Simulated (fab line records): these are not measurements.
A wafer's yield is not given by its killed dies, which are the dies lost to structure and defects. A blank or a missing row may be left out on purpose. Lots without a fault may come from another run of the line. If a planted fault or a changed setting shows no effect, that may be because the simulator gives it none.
A struck lot beside a sound one | flow ritCmos | 43 steps out of a route of 202
Sound: these wafers, L341.4, L341.5, L341.6. Wafers struck: L350.1, L350.5, L350.6. The cause comes at the end.
Order at every step that has rows: each side's tool, ch and its chambers, its first start. Under that, the readings that differ: sound wafers | struck wafers | difference of the means | sigmas: that difference in standard deviations of wafers without a fault.
alike: readings whose means differ by less than 2 such deviations, and words and numbers that are the same on both sides. not compared: withheld readings, readings that some wafer has no value for, bounds like >300 that may hide the same value, and numbers for which the record gives no deviation and whose values overlap.
Wherever a step has rows on one side only, a row that says differs or no value, or a row with sigmas, the two part there. Numbers that have no deviation but don't overlap get no sigmas and don't part them. A reading missing from all wafers of one side parts the sides only when that side holds two or more wafers.

first, 1 step without rows for these wafers: RIT_ACTIVE_DEVELOP_10 (develop time 50 s).
RIT_ACTIVE_CD_MEAS_11: the cd target is 1400 nm.
  sound on cdSem-02 at day 2 19:19; struck on cdSem-02 at day 4 13:20
reading   | sound                | struck               | difference | sigmas
cdNm (nm) | 1402.5 1403.4 1404.0 | 1396.4 1397.0 1395.0 | -7.2       | -3
then, 1 step without rows for these wafers: RIT_ACTIVE_HARDBAKE_12 (time 60 s).
RIT_ACTIVE_ETCH_13: etches Si3N4 in SF6, stops on SiO2, time 210 s, target depth 210 nm.
  sound on rieDiel-04 ch 0,1,2, day 2 19:36; struck on rieDiel-04 ch 0,3, day 4 13:36
  alike: drypumpMotorCurrentA, oesProductAu, throttleValvePct
  not compared: rfHoursCounterH
RIT_ACTIVE_STRIP_14: strips in O2, time 180 s.
  sound on plasmaAsher-02 ch 0,1, day 2 19:43; struck on plasmaAsher-01 ch 0,1, day 4 13:44
  alike: drypumpMotorCurrentA, rfReflPowerW
  not compared: rfHoursCounterH
RIT_ACTIVE_CD_MEAS_90: the cd target is 1400 nm.
  sound on cdSem-01 at day 2 19:54; struck on cdSem-02 at day 4 13:54
reading   | sound                | struck               | difference | sigmas
cdNm (nm) | 1402.3 1403.3 1403.9 | 1396.6 1396.6 1395.4 | -7.0       | -3
then, 4 steps without rows for these wafers: RIT_ACTIVE_CLEAN_15 (cleans in SC1, time 600 s); RIT_ACTIVE_CLEAN_16 (cleans in dHF, time 30 s); RIT_ACTIVE_CLEAN_17 (cleans in SC2, time 600 s); RIT_FOX1_OXIDATION_00 (target thk 350.7 nm, ox time 1130 s).
RIT_FOX1_THK_MEAS_01:
  sound on filmMetro-04 at day 2 22:25; struck on filmMetro-04 at day 4 18:48
  alike: FOX1_OXIDE_THK
then, 1 step without rows for these wafers: RIT_FOX1_WET_ETCH_02 (etches SiO2 in BOE, target depth 350 nm, time 390 s).
RIT_FOX2_OXIDATION_00: target thk 350.7 nm, ox time 1130 s.
  sound on furnace-04 ch 0, day 2 23:06; struck on furnace-04 ch 0, day 4 19:48
  alike: spikeTcLoadC, zonePowerLoadPct
RIT_FOX2_THK_MEAS_01:
  sound on filmMetro-02 at day 3 00:27; struck on filmMetro-02 at day 4 21:07
  alike: FOX2_OXIDE_THK
then, 2 steps without rows for these wafers: RIT_FOX2_CLEAN_02 (cleans in dHF, time 180 s); RIT_FOX2_WET_ETCH_03 (etches Si3N4 in H3PO4, target depth 195 nm, time 2700 s).
RIT_FOX2_THK_MEAS_90:
  sound on filmMetro-04 at day 3 01:19; struck on filmMetro-02 at day 4 22:00
  alike: FIELD_OXIDE_LEFT_1_THK
then, 6 steps without rows for these wafers: RIT_NWELL_HMDS_00 (prime time 60 s); RIT_NWELL_COAT_01 (resist thk 1300 nm); RIT_NWELL_SOFTBAKE_02 (time 60 s); RIT_NWELL_EXPOSE_03 (exposes mask M2, target cd 43900 nm); RIT_NWELL_PEB_04; RIT_NWELL_DEVELOP_05 (develop time 68 s).
RIT_NWELL_OVL_MEAS_06:
  sound on overlay-02 at day 3 02:15; struck on overlay-02 at day 4 23:04
  alike: NWELL_OVL
then, 2 steps without rows for these wafers: RIT_NWELL_HARDBAKE_07 (time 120 s); RIT_NWELL_IMPLANT_08.
RIT_NWELL_STRIP_09: strips in O2, time 180 s.
  sound on plasmaAsher-04 ch 0,1, day 3 02:44; struck on plasmaAsher-01 ch 0,1, day 4 23:30
  alike: drypumpMotorCurrentA, rfReflPowerW
  not compared: rfHoursCounterH
RIT_NWELL_TW_MEAS_10:
  sound on filmMetro-01 at day 3 02:52; struck on filmMetro-02 at day 4 23:40
reading  | sound          | struck         | difference | sigmas
NWELL_TW | 2149 2163 2162 | 2122 2110 2112 | -43        | -2
then, 6 steps without rows for these wafers: RIT_PWELL_HMDS_00 (prime time 60 s); RIT_PWELL_COAT_01 (resist thk 1300 nm); RIT_PWELL_SOFTBAKE_02 (time 60 s); RIT_PWELL_EXPOSE_03 (exposes mask M3, target cd 43700 nm); RIT_PWELL_PEB_04; RIT_PWELL_DEVELOP_05 (develop time 68 s).
RIT_PWELL_OVL_MEAS_06:
  sound on overlay-01 at day 3 03:56; struck on overlay-02 at day 5 00:50
  alike: PWELL_OVL
then, 2 steps without rows for these wafers: RIT_PWELL_HARDBAKE_07 (time 120 s); RIT_PWELL_IMPLANT_08.
RIT_PWELL_STRIP_09: strips in O2, time 180 s.
  sound on plasmaAsher-03 ch 0,1, day 3 04:24; struck on plasmaAsher-01 ch 0,1, day 5 01:17
  alike: drypumpMotorCurrentA, rfReflPowerW
  not compared: rfHoursCounterH
RIT_PWELL_TW_MEAS_10:
  sound on filmMetro-01 at day 3 04:33; struck on filmMetro-03 at day 5 01:28
  alike: PWELL_TW
then, 1 step without rows for these wafers: RIT_WELLDRIVE_ANNEAL_00 (time 14700 s).
RIT_WELLDRIVE_RS_MEAS_01: uses a four-point probe to measure.
  sound on filmMetro-01 at day 3 12:11; struck on filmMetro-03 at day 5 06:36
  alike: NWELL_RS
RIT_WELLDRIVE_RS_MEAS_02: uses a four-point probe to measure.
  sound on filmMetro-01 at day 3 12:19; struck on filmMetro-03 at day 5 06:43
  alike: PWELL_RS
RIT_M1_PROBE_99:
  sound on prober-02 at day 4 17:32; struck on prober-01 at day 6 13:48
reading          | sound  | struck      | difference | sigmas
killedAtFrontEnd | 9 5 5  | 164 166 170 | +160       | +62
killedDies       | 10 5 5 | 164 166 170 | +160       | +62
killedOnRim      | 2 1 0  | 39 44 47    | +42        | +33
  alike: killedAtContacts, killedOpen, killedShort

## WHERE THEY PART
First at RIT_ACTIVE_CD_MEAS_11; last, within this record, at RIT_M1_PROBE_99.

WHY: what had been put in by the simulator
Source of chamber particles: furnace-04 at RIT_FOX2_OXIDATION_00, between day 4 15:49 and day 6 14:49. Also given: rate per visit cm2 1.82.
